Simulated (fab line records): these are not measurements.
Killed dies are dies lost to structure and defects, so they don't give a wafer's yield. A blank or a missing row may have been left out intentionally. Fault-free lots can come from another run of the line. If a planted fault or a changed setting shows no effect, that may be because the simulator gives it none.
Which of the tools did it? || flow berkeley_cmos170 || Sampling: 14 lots, 42 wafers, 6 of 331 route steps

== WHAT THE GAUGES SHOWED, per wafer ==
UCB170_M1_CD_MEAS_09 targets a cd of 700 nm.
{"lot": "L658", "measured": "day 8 01:54", "on": "cd_sem-02", "cd_nm (nm)": "699.3 699.8 700.1"}
{"lot": "L659", "measured": "day 8 02:29", "on": "cd_sem-02", "cd_nm (nm)": "699.6 699.4 698.7"}
{"lot": "L661", "measured": "day 8 21:02", "on": "cd_sem-02", "cd_nm (nm)": "699.4 699.6 698.5"}
{"lot": "L662", "measured": "day 8 21:01", "on": "cd_sem-01", "cd_nm (nm)": "699.0 699.3 699.0"}
{"lot": "L664", "measured": "day 9 02:35", "on": "cd_sem-02", "cd_nm (nm)": "698.9 700.4 699.2"}
{"lot": "L667", "measured": "day 9 18:05", "on": "cd_sem-01", "cd_nm (nm)": "700.5 698.9 699.7"}
{"lot": "L666", "measured": "day 9 19:58", "on": "cd_sem-01", "cd_nm (nm)": "699.6 700.0 700.8"}
{"lot": "L669", "measured": "day 10 01:33", "on": "cd_sem-02", "cd_nm (nm)": "701.3 700.7 700.5"}
{"lot": "L670", "measured": "day 10 11:40", "on": "cd_sem-01", "cd_nm (nm)": "702.1 701.5 701.5"}
{"lot": "L675", "measured": "day 11 02:04", "on": "cd_sem-02", "cd_nm (nm)": "701.2 702.4 699.6"}
{"lot": "L671", "measured": "day 11 03:01", "on": "cd_sem-02", "cd_nm (nm)": "699.0 700.9 702.8"}
{"lot": "L674", "measured": "day 11 02:40", "on": "cd_sem-02", "cd_nm (nm)": "698.5 699.1 699.8"}
{"lot": "L672", "measured": "day 11 04:34", "on": "cd_sem-01", "cd_nm (nm)": "700.8 699.5 699.1"}
{"lot": "L681", "measured": "day 12 12:53", "on": "cd_sem-01", "cd_nm (nm)": "698.3 698.9 699.6"}

UCB170_M1_CD_MEAS_90 targets a cd of 700 nm.
{"lot": "L658", "measured": "day 8 02:20", "on": "cd_sem-01", "cd_nm (nm)": "698.9 699.2 698.5"}
{"lot": "L659", "measured": "day 8 02:55", "on": "cd_sem-02", "cd_nm (nm)": "701.8 700.8 698.3"}
{"lot": "L661", "measured": "day 8 21:28", "on": "cd_sem-01", "cd_nm (nm)": "701.6 702.3 699.3"}
{"lot": "L662", "measured": "day 8 21:35", "on": "cd_sem-02", "cd_nm (nm)": "700.9 700.2 699.5"}
{"lot": "L664", "measured": "day 9 03:01", "on": "cd_sem-02", "cd_nm (nm)": "697.4 699.0 696.5"}
{"lot": "L667", "measured": "day 9 18:31", "on": "cd_sem-02", "cd_nm (nm)": "697.5 697.8 695.7"}
{"lot": "L666", "measured": "day 9 20:23", "on": "cd_sem-02", "cd_nm (nm)": "699.5 701.6 701.3"}
{"lot": "L669", "measured": "day 10 01:59", "on": "cd_sem-01", "cd_nm (nm)": "700.6 698.6 700.0"}
{"lot": "L670", "measured": "day 10 12:05", "on": "cd_sem-01", "cd_nm (nm)": "703.3 704.9 703.2"}
{"lot": "L675", "measured": "day 11 02:30", "on": "cd_sem-02", "cd_nm (nm)": "700.0 702.3 697.7"}
{"lot": "L671", "measured": "day 11 03:26", "on": "cd_sem-01", "cd_nm (nm)": "- - -"}
{"lot": "L674", "measured": "day 11 03:07", "on": "cd_sem-02", "cd_nm (nm)": "- - -"}
{"lot": "L672", "measured": "day 11 04:59", "on": "cd_sem-02", "cd_nm (nm)": "702.2 700.3 700.0"}
{"lot": "L681", "measured": "day 12 13:19", "on": "cd_sem-01", "cd_nm (nm)": "697.1 698.4 700.2"}

== WHAT TOOL EACH LOT RAN ON (gives the tool, then ch and the chambers of the sampled wafers, and finally the start) ==
{"lot": "L658", "UCB170_SPACER_CVD_00": "pecvd-01 ch 0,1, day 7 05:32", "UCB170_SDANNEAL_RTA_01": "rtp_anneal-01 ch 0, day 7 16:36", "UCB170_M1_ETCH_11": "rie_diel-04 ch 1,3, day 8 02:04", "UCB170_M1_METAL_ETCH_12": "rie_metal-02 ch 0,1, day 8 02:06"}
{"lot": "L659", "UCB170_SPACER_CVD_00": "pecvd-01 ch 0,1,2, day 7 05:35", "UCB170_SDANNEAL_RTA_01": "rtp_anneal-02 ch 0, day 7 16:54", "UCB170_M1_ETCH_11": "rie_diel-01 ch 0,1,2, day 8 02:37", "UCB170_M1_METAL_ETCH_12": "rie_metal-02 ch 0,1, day 8 02:40"}
{"lot": "L661", "UCB170_SPACER_CVD_00": "pecvd-04 ch 0,1,2, day 7 19:06", "UCB170_SDANNEAL_RTA_01": "rtp_anneal-02 ch 0, day 8 08:57", "UCB170_M1_ETCH_11": "rie_diel-01 ch 0,2,3, day 8 21:08", "UCB170_M1_METAL_ETCH_12": "rie_metal-03 ch 0,1, day 8 21:13"}
{"lot": "L662", "UCB170_SPACER_CVD_00": "pecvd-01 ch 0,1, day 7 19:40", "UCB170_SDANNEAL_RTA_01": "rtp_anneal-01 ch 0, day 8 09:08", "UCB170_M1_ETCH_11": "rie_diel-02 ch 0,3, day 8 21:08", "UCB170_M1_METAL_ETCH_12": "rie_metal-02 ch 0, day 8 21:16"}
{"lot": "L664", "UCB170_SPACER_CVD_00": "pecvd-01 ch 1,2, day 8 04:40", "UCB170_SDANNEAL_RTA_01": "rtp_anneal-02 ch 0, day 8 19:49", "UCB170_M1_ETCH_11": "rie_diel-02 ch 0,1, day 9 02:42", "UCB170_M1_METAL_ETCH_12": "rie_metal-01 ch 0,1, day 9 02:47"}
{"lot": "L667", "UCB170_SPACER_CVD_00": "pecvd-02 ch 0,2, day 9 00:56", "UCB170_SDANNEAL_RTA_01": "rtp_anneal-01 ch 0, day 9 08:50", "UCB170_M1_ETCH_11": "rie_diel-04 ch 0,1,2, day 9 18:14", "UCB170_M1_METAL_ETCH_12": "rie_metal-01 ch 0,1, day 9 18:17"}
{"lot": "L666", "UCB170_SPACER_CVD_00": "pecvd-01 ch 0,1, day 9 01:10", "UCB170_SDANNEAL_RTA_01": "rtp_anneal-02 ch 0, day 9 09:25", "UCB170_M1_ETCH_11": "rie_diel-01 ch 2,3, day 9 20:06", "UCB170_M1_METAL_ETCH_12": "rie_metal-03 ch 0,1, day 9 20:08"}
{"lot": "L669", "UCB170_SPACER_CVD_00": "pecvd-04 ch 0,1,2, day 9 08:59", "UCB170_SDANNEAL_RTA_01": "rtp_anneal-01 ch 0, day 9 18:30", "UCB170_M1_ETCH_11": "rie_diel-04 ch 0,1,2, day 10 01:42", "UCB170_M1_METAL_ETCH_12": "rie_metal-01 ch 0,1, day 10 01:44"}
{"lot": "L670", "UCB170_SPACER_CVD_00": "pecvd-02 ch 0,2, day 9 18:41", "UCB170_SDANNEAL_RTA_01": "rtp_anneal-01 ch 0, day 10 03:45", "UCB170_M1_ETCH_11": "rie_diel-04 ch 1,2, day 10 11:49", "UCB170_M1_METAL_ETCH_12": "rie_metal-03 ch 0,1, day 10 11:52"}
{"lot": "L675", "UCB170_SPACER_CVD_00": "pecvd-02 ch 1,2, day 10 07:51", "UCB170_SDANNEAL_RTA_01": "rtp_anneal-02 ch 0, day 10 18:38", "UCB170_M1_ETCH_11": "rie_diel-02 ch 1,2,3, day 11 02:13", "UCB170_M1_METAL_ETCH_12": "rie_metal-01 ch 1, day 11 02:15"}
{"lot": "L671", "UCB170_SPACER_CVD_00": "pecvd-04 ch 0,2, day 10 10:13", "UCB170_SDANNEAL_RTA_01": "rtp_anneal-02 ch 0, day 10 19:01", "UCB170_M1_ETCH_11": "rie_diel-04 ch 1,2, day 11 03:09", "UCB170_M1_METAL_ETCH_12": "rie_metal-02 ch 1, day 11 03:11"}
{"lot": "L674", "UCB170_SPACER_CVD_00": "pecvd-01 ch 0,1,2, day 10 10:13", "UCB170_SDANNEAL_RTA_01": "rtp_anneal-01 ch 0, day 10 18:37", "UCB170_M1_ETCH_11": "rie_diel-02 ch 1,3, day 11 02:50", "UCB170_M1_METAL_ETCH_12": "rie_metal-03 ch 0,1, day 11 02:52"}
{"lot": "L672", "UCB170_SPACER_CVD_00": "pecvd-02 ch 0,1,2, day 10 10:14", "UCB170_SDANNEAL_RTA_01": "rtp_anneal-01 ch 0, day 10 19:15", "UCB170_M1_ETCH_11": "rie_diel-02 ch 1,2,3, day 11 04:41", "UCB170_M1_METAL_ETCH_12": "rie_metal-03 ch 0,1, day 11 04:44"}
{"lot": "L681", "UCB170_SPACER_CVD_00": "pecvd-02 ch 1,2, day 11 20:31", "UCB170_SDANNEAL_RTA_01": "rtp_anneal-02 ch 0, day 12 05:35", "UCB170_M1_ETCH_11": "rie_diel-04 ch 0,1,2, day 12 13:03", "UCB170_M1_METAL_ETCH_12": "rie_metal-01 ch 0,1, day 12 13:05"}
- UCB170_SPACER_CVD_00: deposits SiO2 from TEOS/O2, target thk 376 nm, time 47 s.
- UCB170_SDANNEAL_RTA_01: time 5 s.
- UCB170_M1_ETCH_11: etches BARC in N2/H2.
- UCB170_M1_METAL_ETCH_12: etches Al in Cl2/BCl3, stops on PSG, target depth 780 nm, time 130 s.

== AS READ BY THE TOOLS THEMSELVES (means over the sampled wafers that have a number; for cases with no such wafer, the mark the record gives instead) ==
UCB170_SPACER_CVD_00.
{"lot": "L658", "tool": "pecvd-01", "heater_power_w (W)": 279}
{"lot": "L659", "tool": "pecvd-01", "heater_power_w (W)": 284}
{"lot": "L661", "tool": "pecvd-04", "heater_power_w (W)": 254}
{"lot": "L662", "tool": "pecvd-01", "heater_power_w (W)": 285}
{"lot": "L664", "tool": "pecvd-01", "heater_power_w (W)": 288}
{"lot": "L667", "tool": "pecvd-02", "heater_power_w (W)": 278}
{"lot": "L666", "tool": "pecvd-01", "heater_power_w (W)": 342}
{"lot": "L669", "tool": "pecvd-04", "heater_power_w (W)": 270}
{"lot": "L670", "tool": "pecvd-02", "heater_power_w (W)": 259}
{"lot": "L675", "tool": "pecvd-02", "heater_power_w (W)": 313}
{"lot": "L671", "tool": "pecvd-04", "heater_power_w (W)": 283}
{"lot": "L674", "tool": "pecvd-01", "heater_power_w (W)": 299}
{"lot": "L672", "tool": "pecvd-02", "heater_power_w (W)": 265}
{"lot": "L681", "tool": "pecvd-02", "heater_power_w (W)": 314}

UCB170_SDANNEAL_RTA_01.
{"lot": "L658", "tool": "rtp_anneal-01", "lamp_power_pct (%)": 37.87, "wafer_temp_C_max": 1054.2}
{"lot": "L659", "tool": "rtp_anneal-02", "lamp_power_pct (%)": 37.42, "wafer_temp_C_max": 1056.2}
{"lot": "L661", "tool": "rtp_anneal-02", "lamp_power_pct (%)": 37.45, "wafer_temp_C_max": 1056.8}
{"lot": "L662", "tool": "rtp_anneal-01", "lamp_power_pct (%)": 37.84, "wafer_temp_C_max": 1054.2}
{"lot": "L664", "tool": "rtp_anneal-02", "lamp_power_pct (%)": 37.46, "wafer_temp_C_max": 1056.3}
{"lot": "L667", "tool": "rtp_anneal-01", "lamp_power_pct (%)": 37.88, "wafer_temp_C_max": 1054.2}
{"lot": "L666", "tool": "rtp_anneal-02", "lamp_power_pct (%)": 37.45, "wafer_temp_C_max": 1056.4}
{"lot": "L669", "tool": "rtp_anneal-01", "lamp_power_pct (%)": 37.84, "wafer_temp_C_max": 1055.4}
{"lot": "L670", "tool": "rtp_anneal-01", "lamp_power_pct (%)": 37.86, "wafer_temp_C_max": 1054.9}
{"lot": "L675", "tool": "rtp_anneal-02", "lamp_power_pct (%)": 37.47, "wafer_temp_C_max": 1057.2}
{"lot": "L671", "tool": "rtp_anneal-02", "lamp_power_pct (%)": 37.46, "wafer_temp_C_max": 1056.3}
{"lot": "L674", "tool": "rtp_anneal-01", "lamp_power_pct (%)": 37.84, "wafer_temp_C_max": 1054.1}
{"lot": "L672", "tool": "rtp_anneal-01", "lamp_power_pct (%)": 37.82, "wafer_temp_C_max": 1055.2}
{"lot": "L681", "tool": "rtp_anneal-02", "lamp_power_pct (%)": 37.45, "wafer_temp_C_max": 1057.4}

UCB170_M1_ETCH_11.
{"lot": "L658", "tool": "rie_diel-04", "bias_w (W)": 99.88, "chamber_pressure_mTorr (mTorr)": 30.006, "drypump_motor_current_A (A)": 5.7, "oes_product_au (a.u.)": 0.997, "throttle_valve_pct (%)": 13.09}
{"lot": "L659", "tool": "rie_diel-01", "bias_w (W)": 100.12, "chamber_pressure_mTorr (mTorr)": 30.005, "drypump_motor_current_A (A)": 5.7, "oes_product_au (a.u.)": 0.998, "throttle_valve_pct (%)": 13.38}
{"lot": "L661", "tool": "rie_diel-01", "bias_w (W)": 99.95, "chamber_pressure_mTorr (mTorr)": 30.014, "drypump_motor_current_A (A)": 5.6, "oes_product_au (a.u.)": 0.996, "throttle_valve_pct (%)": 13.40}
{"lot": "L662", "tool": "rie_diel-02", "bias_w (W)": 99.84, "chamber_pressure_mTorr (mTorr)": 29.999, "drypump_motor_current_A (A)": 5.6, "oes_product_au (a.u.)": 1.014, "throttle_valve_pct (%)": 13.17}
{"lot": "L664", "tool": "rie_diel-02", "bias_w (W)": 99.90, "chamber_pressure_mTorr (mTorr)": 29.984, "drypump_motor_current_A (A)": 5.7, "oes_product_au (a.u.)": 0.992, "throttle_valve_pct (%)": 13.49}
{"lot": "L667", "tool": "rie_diel-04", "bias_w (W)": 100.02, "chamber_pressure_mTorr (mTorr)": 30.009, "drypump_motor_current_A (A)": 5.9, "oes_product_au (a.u.)": 1.005, "throttle_valve_pct (%)": 13.32}
{"lot": "L666", "tool": "rie_diel-01", "bias_w (W)": 99.96, "chamber_pressure_mTorr (mTorr)": 30.015, "drypump_motor_current_A (A)": 5.7, "oes_product_au (a.u.)": 1.001, "throttle_valve_pct (%)": 13.40}
{"lot": "L669", "tool": "rie_diel-04", "bias_w (W)": 99.78, "chamber_pressure_mTorr (mTorr)": 29.997, "drypump_motor_current_A (A)": 5.9, "oes_product_au (a.u.)": 1.017, "throttle_valve_pct (%)": 13.33}
{"lot": "L670", "tool": "rie_diel-04", "bias_w (W)": 100.16, "chamber_pressure_mTorr (mTorr)": 30.007, "drypump_motor_current_A (A)": 6.1, "oes_product_au (a.u.)": 1.014, "throttle_valve_pct (%)": 13.34}
{"lot": "L675", "tool": "rie_diel-02", "bias_w (W)": 99.89, "chamber_pressure_mTorr (mTorr)": 29.993, "drypump_motor_current_A (A)": 5.6, "oes_product_au (a.u.)": 1.002, "throttle_valve_pct (%)": 13.45}
{"lot": "L671", "tool": "rie_diel-04", "bias_w (W)": "-", "chamber_pressure_mTorr (mTorr)": "-", "drypump_motor_current_A (A)": "-", "oes_product_au (a.u.)": "-", "throttle_valve_pct (%)": "-"}
{"lot": "L674", "tool": "rie_diel-02", "bias_w (W)": "-", "chamber_pressure_mTorr (mTorr)": "-", "drypump_motor_current_A (A)": "-", "oes_product_au (a.u.)": "-", "throttle_valve_pct (%)": "-"}
{"lot": "L672", "tool": "rie_diel-02", "bias_w (W)": 100.12, "chamber_pressure_mTorr (mTorr)": 29.972, "drypump_motor_current_A (A)": 5.6, "oes_product_au (a.u.)": 1.001, "throttle_valve_pct (%)": 13.46}
{"lot": "L681", "tool": "rie_diel-04", "bias_w (W)": 99.77, "chamber_pressure_mTorr (mTorr)": 29.971, "drypump_motor_current_A (A)": 5.9, "oes_product_au (a.u.)": 1.010, "throttle_valve_pct (%)": 13.33}

UCB170_M1_METAL_ETCH_12.
{"lot": "L658", "tool": "rie_metal-02", "bcl3_flow_sccm (sccm)": 44.99, "bias_w (W)": 120.0, "chamber_pressure_mTorr (mTorr)": 11.988, "drypump_motor_current_A (A)": 5.9, "oes_product_au (a.u.)": 0.845, "throttle_valve_pct (%)": 24.48}
{"lot": "L659", "tool": "rie_metal-02", "bcl3_flow_sccm (sccm)": 45.16, "bias_w (W)": 120.0, "chamber_pressure_mTorr (mTorr)": 11.989, "drypump_motor_current_A (A)": 6.2, "oes_product_au (a.u.)": 0.867, "throttle_valve_pct (%)": 24.50}
{"lot": "L661", "tool": "rie_metal-03", "bcl3_flow_sccm (sccm)": 45.10, "bias_w (W)": 119.9, "chamber_pressure_mTorr (mTorr)": 12.001, "drypump_motor_current_A (A)": 5.4, "oes_product_au (a.u.)": 0.852, "throttle_valve_pct (%)": 24.40}
{"lot": "L662", "tool": "rie_metal-02", "bcl3_flow_sccm (sccm)": 45.03, "bias_w (W)": 119.7, "chamber_pressure_mTorr (mTorr)": 11.994, "drypump_motor_current_A (A)": 6.4, "oes_product_au (a.u.)": 0.865, "throttle_valve_pct (%)": 24.53}
{"lot": "L664", "tool": "rie_metal-01", "bcl3_flow_sccm (sccm)": 44.87, "bias_w (W)": 120.1, "chamber_pressure_mTorr (mTorr)": 11.996, "drypump_motor_current_A (A)": 4.7, "oes_product_au (a.u.)": 0.846, "throttle_valve_pct (%)": 24.40}
{"lot": "L667", "tool": "rie_metal-01", "bcl3_flow_sccm (sccm)": 45.08, "bias_w (W)": 119.5, "chamber_pressure_mTorr (mTorr)": 11.999, "drypump_motor_current_A (A)": 4.7, "oes_product_au (a.u.)": 0.848, "throttle_valve_pct (%)": 24.40}
{"lot": "L666", "tool": "rie_metal-03", "bcl3_flow_sccm (sccm)": 45.00, "bias_w (W)": 119.8, "chamber_pressure_mTorr (mTorr)": 12.006, "drypump_motor_current_A (A)": 5.5, "oes_product_au (a.u.)": 0.875, "throttle_valve_pct (%)": 24.43}
{"lot": "L669", "tool": "rie_metal-01", "bcl3_flow_sccm (sccm)": 44.95, "bias_w (W)": 120.5, "chamber_pressure_mTorr (mTorr)": 11.999, "drypump_motor_current_A (A)": 4.7, "oes_product_au (a.u.)": 0.847, "throttle_valve_pct (%)": 24.41}
{"lot": "L670", "tool": "rie_metal-03", "bcl3_flow_sccm (sccm)": 45.07, "bias_w (W)": 120.2, "chamber_pressure_mTorr (mTorr)": 12.005, "drypump_motor_current_A (A)": 5.5, "oes_product_au (a.u.)": 0.868, "throttle_valve_pct (%)": 24.44}
{"lot": "L675", "tool": "rie_metal-01", "bcl3_flow_sccm (sccm)": 45.12, "bias_w (W)": 120.2, "chamber_pressure_mTorr (mTorr)": 12.004, "drypump_motor_current_A (A)": 4.7, "oes_product_au (a.u.)": 0.848, "throttle_valve_pct (%)": 24.08}
{"lot": "L671", "tool": "rie_metal-02", "bcl3_flow_sccm (sccm)": 45.15, "bias_w (W)": 120.0, "chamber_pressure_mTorr (mTorr)": 12.007, "drypump_motor_current_A (A)": 5.7, "oes_product_au (a.u.)": 0.375, "throttle_valve_pct (%)": 24.70}
{"lot": "L674", "tool": "rie_metal-03", "bcl3_flow_sccm (sccm)": 45.00, "bias_w (W)": 119.9, "chamber_pressure_mTorr (mTorr)": 12.003, "drypump_motor_current_A (A)": 5.3, "oes_product_au (a.u.)": 0.378, "throttle_valve_pct (%)": 24.62}
{"lot": "L672", "tool": "rie_metal-03", "bcl3_flow_sccm (sccm)": 44.91, "bias_w (W)": 120.0, "chamber_pressure_mTorr (mTorr)": 11.988, "drypump_motor_current_A (A)": 5.5, "oes_product_au (a.u.)": 0.869, "throttle_valve_pct (%)": 24.44}
{"lot": "L681", "tool": "rie_metal-01", "bcl3_flow_sccm (sccm)": 44.94, "bias_w (W)": 120.0, "chamber_pressure_mTorr (mTorr)": 12.008, "drypump_motor_current_A (A)": 4.7, "oes_product_au (a.u.)": 0.845, "throttle_valve_pct (%)": 24.23}

== THE ANSWER, worked out from the rows above alone ==
Rule: the usual values come from the lots themselves. Put in order of their means at a reading, lots are off if they are a third of the lots or fewer, leave a main group of 4 or more, and stand apart from it by a gap of 3 or more times the standard deviation of the main group's means; of several such gaps the widest counts. If all means in a main group match to the digits the tables above print for the reading, that group is not used. A lot without any number at a reading at which 4 lots or more have one is off too. The other lots that the step has rows for count as sound. First the gauges in route order, then the tools' own readings, where a lot's mean is used as printed above. The first step at which some lot is off is used, and at that step the reading that is off furthest; a lot without a number counts as furthest.
Off: L671, L674 (UCB170_M1_CD_MEAS_90, cd_nm). Without a number there: L671, L674. The main group has a mean of 699.9 nm with a standard deviation of 1.7.
A tool fits if, at a process step before that reading, it ran every lot that is off, and no sound lot after the first of them. The gauges at UCB170_M1_CD_MEAS_90 aren't tried: what is off there is off at UCB170_M1_ETCH_11 too, on other tools, and a gauge's error can't cause that. No candidate that was tried fits.

== WHAT THE SIMULATOR HAD PUT IN ==
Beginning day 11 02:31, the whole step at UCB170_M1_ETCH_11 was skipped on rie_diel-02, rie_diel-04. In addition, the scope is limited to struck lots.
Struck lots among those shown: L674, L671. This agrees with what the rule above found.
